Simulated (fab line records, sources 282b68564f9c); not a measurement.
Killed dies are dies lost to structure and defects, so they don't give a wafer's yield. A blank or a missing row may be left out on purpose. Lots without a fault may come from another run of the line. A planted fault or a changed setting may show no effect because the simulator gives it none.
Split-lot experiment | flow rit_cmos | 5 lots, 23 wafers read, on a route of 202 steps

THE SPLIT
At RIT_PWELL_IMPLANT_08, the setting dose_cm2 was moved away from the recipe's 7e+13 on 8 of the 23 wafers read, by +4.4% to +7.5%. The other wafers ran this setting at the recipe's value.

FROM THE SPLIT TO THE READING: what the file shows between them, 4 steps
- RIT_PWELL_STRIP_09: strips in O2, time 180 s
- RIT_PWELL_TW_MEAS_10
- RIT_WELLDRIVE_ANNEAL_00: time 14700 s
- RIT_WELLDRIVE_RS_MEAS_01: measures by four-point-probe

THE READING
PWELL_RS, in ohm/sq, at RIT_WELLDRIVE_RS_MEAS_02 (measures by four-point-probe). Fault-free wafers of this fab line usually give 429.9 ohm/sq, standard deviation 1 ohm/sq.

wafer  | tool, chamber at the split | dose_cm2 as run | against the recipe | PWELL_RS, ohm/sq | against lot-mates on the recipe
L074.3 | implanter-03, 0            | 7e+13           | recipe             | 429.4            | -
L074.4 | implanter-03, 0            | 7e+13           | recipe             | 430.4            | -
L074.5 | implanter-03, 0            | 7e+13           | recipe             | 430.9            | -
L077.1 | implanter-03, 0            | 7.522e+13       | +7.5%              | 409.6            | -19.4
L077.2 | implanter-03, 0            | 7.522e+13       | +7.5%              | 409.7            | -19.3
L077.3 | implanter-03, 0            | 7e+13           | recipe             | 428.9            | -
L077.4 | implanter-03, 0            | 7e+13           | recipe             | 428.9            | -
L077.6 | implanter-03, 0            | 7e+13           | recipe             | 429.2            | -
L078.2 | implanter-04, 0            | 7e+13           | recipe             | 427.9            | -
L078.3 | implanter-04, 0            | 7.307e+13       | +4.4%              | 418.2            | -11.0
L078.4 | implanter-04, 0            | 7e+13           | recipe             | 430.5            | -
L078.5 | implanter-04, 0            | 7.307e+13       | +4.4%              | 418.7            | -10.5
L078.6 | implanter-04, 0            | 7.307e+13       | +4.4%              | 418.1            | -11.1
L080.1 | implanter-02, 0            | 7e+13           | recipe             | 429.0            | -
L080.2 | implanter-02, 0            | 7e+13           | recipe             | 427.8            | -
L080.3 | implanter-02, 0            | 7e+13           | recipe             | 428.8            | -
L080.4 | implanter-02, 0            | 7e+13           | recipe             | 428.0            | -
L080.5 | implanter-02, 0            | 7e+13           | recipe             | 428.0            | -
L083.1 | implanter-02, 0            | 7e+13           | recipe             | 429.0            | -
L083.2 | implanter-02, 0            | 7.498e+13       | +7.1%              | 412.0            | -16.9
L083.3 | implanter-02, 0            | 7e+13           | recipe             | 428.8            | -
L083.5 | implanter-02, 0            | 7.498e+13       | +7.1%              | 412.3            | -16.6
L083.6 | implanter-02, 0            | 7.498e+13       | +7.1%              | 411.6            | -17.3

THE FIT
A straight line over all 23 wafers: PWELL_RS changes by -2.48 ohm/sq for each +1% of dose_cm2; r = -0.99; the points scatter about the line by 0.87 ohm/sq.
The same after taking each lot's own level away (the mean of its wafers on the recipe; 23 wafers): -2.47 ohm/sq for each +1%; r = -1.00; scatter 0.66 ohm/sq.
On that fit, the largest move of dose_cm2 shifts the reading by 18 ohm/sq.
The lots' own levels span 428.32 to 430.23 ohm/sq, that is 1.9 times the standard deviation above.
So the lot-to-lot level changes the slope little: the two slopes agree.
Check: with one of the wafers moved furthest among these (+7.5%) left out of the fit, the line predicts -18.2 ohm/sq for it against its lot-mates. It came out at -19.4 ohm/sq against them.

OTHER SPLITS ON THESE WAFERS
These wafers also went through other splits before the reading. Each is held against what the fit with the lots' levels taken away leaves over:
other split on the same wafers       | wafers away from the commonest value | r with PWELL_RS (lot level and that fit taken away)
RIT_ACTIVE_OXIDATION_01 ox_time_s    | 18                                   | -0.03
RIT_ACTIVE_COAT_06 resist_thk_nm     | 9                                    | -0.24
RIT_ACTIVE_DEVELOP_10 develop_time_s | 9                                    | -0.29
RIT_FOX1_OXIDATION_00 temp_c         | 10                                   | -0.01
RIT_NWELL_COAT_01 spin_rpm           | 5                                    | +0.28
RIT_NWELL_IMPLANT_08 dose_cm2        | 8                                    | -0.35

THE WHOLE CHAIN: every reading that the file lists as answering this split, in the file's order
step                     | what it does                 | reading  | change (the file's fit)           | r (the file's)
RIT_PWELL_TW_MEAS_10     |                              | PWELL_TW | +2.93 for each +1% of the setting | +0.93
RIT_WELLDRIVE_RS_MEAS_02 | measures by four-point-probe | PWELL_RS | -2.49 for each +1% of the setting | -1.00

THE FILE'S OWN FIT
PWELL_RS changes by -2.49 ohm/sq for each +1% of dose_cm2, r = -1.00.
